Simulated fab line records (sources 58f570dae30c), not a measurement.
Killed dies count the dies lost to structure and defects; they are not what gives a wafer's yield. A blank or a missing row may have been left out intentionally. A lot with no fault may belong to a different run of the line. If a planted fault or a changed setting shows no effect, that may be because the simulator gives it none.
A struck lot beside a sound one	flow berkeleyCmos170	15 out of 331 route steps
Sound: these wafers, L133.2, L133.3, L133.4. Struck: wafers L145.2, L145.3, L145.4. The cause comes at the end.
Each step with rows lists, per side, the tool, then ch with its chambers, then its first start. Under that, the readings that differ: sound wafers	struck wafers	difference of the means	sigmas: that difference in standard deviations of wafers without a fault.
alike: words and numbers the same on both sides, and readings whose means are apart by under 2 such deviations; not compared: readings that were withheld, readings missing a value for some wafer, numbers with overlapping values and no deviation given by the record, and bounds like >300 which may hide the same value.
Wherever a step has rows on one side only, a row that says differs or no value, or a row with sigmas, the two part there. Numbers that don't overlap but have no deviation are shown without sigmas and don't part them. A reading missing from all wafers of one side parts the sides only when that side holds two or more wafers.

first, 6 steps without rows for these wafers: UCB170_M1_COAT_03; UCB170_M1_COAT_04 (resist thk 900 nm); UCB170_M1_SOFTBAKE_05 (time 60 s); UCB170_M1_EXPOSE_06 (exposes mask METAL1, target cd 700 nm); UCB170_M1_PEB_07; UCB170_M1_DEVELOP_08 (develop time 45 s).
UCB170_M1_CD_MEAS_09 targets a cd of 700 nm.
  sound on cdSem-02, day 9 23:06; struck on cdSem-01, day 12 15:35
  alike: cdNm
UCB170_M1_OVL_MEAS_10:
  sound on overlay-02, day 9 23:13; struck on overlay-01, day 12 15:41
reading	sound	struck	difference	sigmas
M1_OVL (nm)	-3 -9 -12	4 6 4	+13	+3
UCB170_M1_ETCH_11: etches BARC in N2/H2.
  sound on rieDiel-04 ch 1,2,3, day 9 23:14; struck on rieDiel-03 ch 1,2,3, day 12 15:43
  alike: drypumpMotorCurrentA, n2FlowSccm, oesProductAu, throttleValvePct
UCB170_M1_METAL_ETCH_12: etches Al in Cl2/BCl3, stops on PSG, target depth 780 nm, time 130 s.
  sound on rieMetal-04 ch 0,1, day 9 23:17; struck on rieMetal-02 ch 0,1, day 12 15:46
  alike: drypumpMotorCurrentA, oesProductAu, throttleValvePct
  not compared: rfHoursCounterH
UCB170_M1_STRIP_13: strips in O2.
  sound on plasmaAsher-02 ch 0,1, day 9 23:25; struck on plasmaAsher-01 ch 0,1, day 12 15:54
reading	sound	struck	difference	sigmas
drypumpMotorCurrentA (A)	6.6 6.1 6.6	5.2 5.2 5.1	-1.3	-3
  alike: oesProductAu
  not compared: rfHoursCounterH
UCB170_M1_CD_MEAS_90 targets a cd of 700 nm.
  sound on cdSem-01, day 9 23:32; struck on cdSem-01, day 12 16:12
  alike: cdNm
UCB170_M1_ANNEAL_14: time 1200 s.
  sound on furnace-03 ch 0, day 10 00:37; struck on furnace-03 ch 0, day 12 17:33
reading	sound	struck	difference	sigmas
spikeTcCentreC (C)	402.6 401.9 402.2	480.1 480.3 483.9	+79.2	+72
spikeTcLoadC (C)	418.1 417.8 418.1	499.7 498.1 498.8	+80.9	+81
spikeTcSourceC (C)	417.1 419.2 419.2	500.8 499.8 500.6	+81.9	+74
tubeCenterTempC (C)	400.02 400.02 400.03	479.98 479.92 480.03	+79.95	+99 or more
tube_center_temp_C_max	401.24 401.00 401.09	480.92 481.29 480.72	+79.87	+99 or more
zonePowerCentrePct (%)	16.06 15.90 15.86	19.49 19.56 19.42	+3.55	+25
zonePowerLoadPct (%)	5.12 5.12 5.15	7.15 7.01 7.02	+1.93	+38
zonePowerSourcePct (%)	4.88 4.94 4.86	6.68 6.66 6.54	+1.73	+34
UCB170_V1_CVD_00: deposits SiO2 from TEOS/O2, target thk 2000 nm, time 250 s.
  sound on pecvd-01 ch 0,1, day 10 01:57; struck on pecvd-01 ch 0,1,2, day 12 18:53
  alike: heaterPowerW, pressureMtorr, susceptorTempC
UCB170_M3_PROBE_99:
  sound on prober-01, day 10 13:08; struck on prober-02, day 13 05:54
reading	sound	struck	difference	sigmas
model.etest.contactDiodeArray.leakLog10A (angstrom)	-11.51 -11.54 -11.25	-8.493 -8.53 -8.009	+3.089	
model.etest.selectEdgeDiodeN.leakLog10A (angstrom)	-12.12 -12.09 -12.13	-9.812 -9.643 -9.382	+2.501	
model.etest.nmos_0p35.junctionLog10AUm	-13.69 -13.72 -13.6	-11.84 -11.7 -11.31	+2.05	
model.etest.diodeNplusPwell.leakLog10ACm2	-7.796 -7.721 -7.682	-5.852 -5.708 -5.321	+2.106	
model.etest.diodeNplusComb.leakLog10ACm2	-7.636 -7.345 -7.433	-5.848 -5.707 -5.32	+1.846	
model.etest.nmosNarrow.offLog10AUm	-13.2 -13.17 -13.14	-11.68 -11.61 -11.27	+1.65	
model.etest.nmos_0p6.offLog10AUm	-11.96 -11.92 -11.9	-11.57 -11.42 -11.17	+0.54	

WHERE THEY PART
Earliest at UCB170_M1_OVL_MEAS_10; latest, in this record, at UCB170_M1_ANNEAL_14. Later steps at which nothing parts them and some readings are alike: UCB170_V1_CVD_00.

WHY: whatever the simulator had introduced
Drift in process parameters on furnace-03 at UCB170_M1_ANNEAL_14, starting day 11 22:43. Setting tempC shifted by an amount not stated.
